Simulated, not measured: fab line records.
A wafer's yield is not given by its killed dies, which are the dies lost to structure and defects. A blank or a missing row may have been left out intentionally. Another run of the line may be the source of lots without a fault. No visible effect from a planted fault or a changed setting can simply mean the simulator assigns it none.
Comparing a struck lot with a sound one || flow ritCmos || 43 out of 202 route steps
Sound: the wafers L670.2, L670.5, L670.6. Wafers struck: L683.1, L683.3, L683.6. The cause is named last.
Per side, at each step with rows, come the tool, then ch with its chambers, and then its first start. Under that, the readings that differ: sound wafers || struck wafers || difference of the means || sigmas: that difference in standard deviations of wafers without a fault.
alike: readings with means less than 2 such deviations apart, plus words and numbers identical on both sides. not compared: withheld readings, readings lacking a value on some wafer, bounds such as >300 that could conceal the same value, and numbers that have no deviation in the record and whose values overlap.
Wherever a step has rows on one side only, a row that says differs or no value, or a row with sigmas, the two part there. Numbers that don't overlap but have no deviation are shown without sigmas and don't part them. A reading that every wafer of one side lacks parts them only if that side has two wafers or more.

RIT_GATE_THK_MEAS_07:
  sound: filmMetro-01 at day 3 11:26; struck: filmMetro-03 at day 6 03:52
  alike: GATE_OXIDE_THK
then, 1 step without rows for these wafers: RIT_GATE_CVD_08 (deposits poly-Si from SiH4, target thk 250 nm, time 2220 s).
RIT_GATE_THK_MEAS_09:
  sound: filmMetro-04 at day 3 13:07; struck: filmMetro-03 at day 6 05:33
  alike: GATE_POLY_THK
then, 6 steps without rows for these wafers: RIT_GATE_HMDS_10 (prime time 60 s); RIT_GATE_COAT_11 (resist thk 850 nm); RIT_GATE_SOFTBAKE_12 (time 60 s); RIT_GATE_EXPOSE_13 (exposes mask M6, target cd 150 nm); RIT_GATE_PEB_14; RIT_GATE_DEVELOP_15 (develop time 50 s).
RIT_GATE_CD_MEAS_16: the cd target is 150 nm.
  sound: cdSem-01 at day 3 14:10; struck: cdSem-01 at day 6 06:36
  alike: cdNm
RIT_GATE_OVL_MEAS_17:
  sound: overlay-01 at day 3 14:16; struck: overlay-01 at day 6 06:43
  alike: GATE_OVL
then, 1 step without rows for these wafers: RIT_GATE_HARDBAKE_18 (time 60 s).
RIT_GATE_ETCH_19: etches poly-Si in SF6/CHF3/O2, stops on SiO2, time 165 s, target depth 312.5 nm.
  sound on rieSi-02 ch 2,3, day 3 14:27; struck on rieSi-01 ch 0,1,3, day 6 06:54
  alike: chamberPressureMTorr, drypumpMotorCurrentA, oesProductAu, throttleValvePct
  not compared: rfHoursCounterH
RIT_GATE_STRIP_20: strips in O2, time 180 s.
  sound on plasmaAsher-04 ch 0,1, day 3 14:34; struck on plasmaAsher-02 ch 1, day 6 07:01
  alike: chamberPressureMTorr, drypumpMotorCurrentA
  not compared: rfHoursCounterH
RIT_GATE_CD_MEAS_90: the cd target is 150 nm.
  sound: cdSem-02 at day 3 14:45; struck: cdSem-01 at day 6 07:11
  alike: cdNm
then, 4 steps without rows for these wafers: RIT_REOX_CLEAN_00 (cleans in SC1, time 600 s); RIT_REOX_CLEAN_01 (cleans in dHF, time 30 s); RIT_REOX_CLEAN_02 (cleans in SC2, time 600 s); RIT_REOX_OXIDATION_03 (target thk 25.2 nm, ox time 5580 s).
RIT_REOX_THK_MEAS_04:
  sound: filmMetro-03 at day 3 17:56; struck: filmMetro-01 at day 6 11:00
  alike: REOX_OXIDE_THK
then, 6 steps without rows for these wafers: RIT_NLDD_HMDS_00 (prime time 60 s); RIT_NLDD_COAT_01 (resist thk 1000 nm); RIT_NLDD_SOFTBAKE_02 (time 60 s); RIT_NLDD_EXPOSE_03 (exposes mask M7, target cd 40700 nm); RIT_NLDD_PEB_04; RIT_NLDD_DEVELOP_05 (develop time 50 s).
RIT_NLDD_OVL_MEAS_06:
  sound: overlay-02 at day 3 18:50; struck: overlay-02 at day 6 12:02
{"reading": "NLDD_OVL (nm)", "sound": "3.8 1.9 3.3", "struck": "-0.9 0.6 -0.7", "difference": -3.3, "sigmas": -3}
then, 2 steps without rows for these wafers: RIT_NLDD_HARDBAKE_07 (time 60 s); RIT_NLDD_IMPLANT_08.
RIT_NLDD_STRIP_09: strips in O2, time 180 s.
  sound on plasmaAsher-04 ch 0,1, day 3 19:10; struck on plasmaAsher-02 ch 1, day 6 12:22
  alike: chamberPressureMTorr, drypumpMotorCurrentA
  not compared: rfHoursCounterH
RIT_NLDD_TW_MEAS_10:
  sound: filmMetro-02 at day 3 19:22; struck: filmMetro-03 at day 6 12:32
  alike: NLDD_TW
then, 6 steps without rows for these wafers: RIT_PLDD_HMDS_00 (prime time 60 s); RIT_PLDD_COAT_01 (resist thk 1013 nm); RIT_PLDD_SOFTBAKE_02 (time 60 s); RIT_PLDD_EXPOSE_03 (exposes mask M8, target cd 40900 nm); RIT_PLDD_PEB_04; RIT_PLDD_DEVELOP_05 (develop time 50 s).
RIT_PLDD_OVL_MEAS_06:
  sound: overlay-02 at day 3 20:23; struck: overlay-02 at day 6 13:34
  alike: PLDD_OVL
then, 2 steps without rows for these wafers: RIT_PLDD_HARDBAKE_07 (time 60 s); RIT_PLDD_IMPLANT_08.
RIT_PLDD_STRIP_09: strips in O2, time 180 s.
  sound on plasmaAsher-01 ch 0,1, day 3 20:43; struck on plasmaAsher-02 ch 0,1, day 6 13:55
{"reading": "drypumpMotorCurrentA (A)", "sound": "6.17 5.77 6.16", "struck": "5.52 5.54 5.62", "difference": -0.47, "sigmas": -2}
  alike: chamberPressureMTorr
  not compared: rfHoursCounterH
RIT_PLDD_TW_MEAS_10:
  sound: filmMetro-04 at day 3 20:55; struck: filmMetro-03 at day 6 14:05
  alike: PLDD_TW
RIT_M1_PROBE_99:
  sound: prober-01 at day 4 10:31; struck: prober-02 at day 7 03:52
{"reading": "killedAtFrontEnd", "sound": "7 5 3", "struck": "30 36 32", "difference": "+28", "sigmas": "+9"}
{"reading": "killedDies", "sound": "7 5 3", "struck": "30 36 32", "difference": "+28", "sigmas": "+9"}
  alike: killedOpen, killedShort

== WHERE THEY PART ==
Earliest at RIT_NLDD_OVL_MEAS_06; latest, in this record, at RIT_M1_PROBE_99.

WHY: what had been put in by the simulator
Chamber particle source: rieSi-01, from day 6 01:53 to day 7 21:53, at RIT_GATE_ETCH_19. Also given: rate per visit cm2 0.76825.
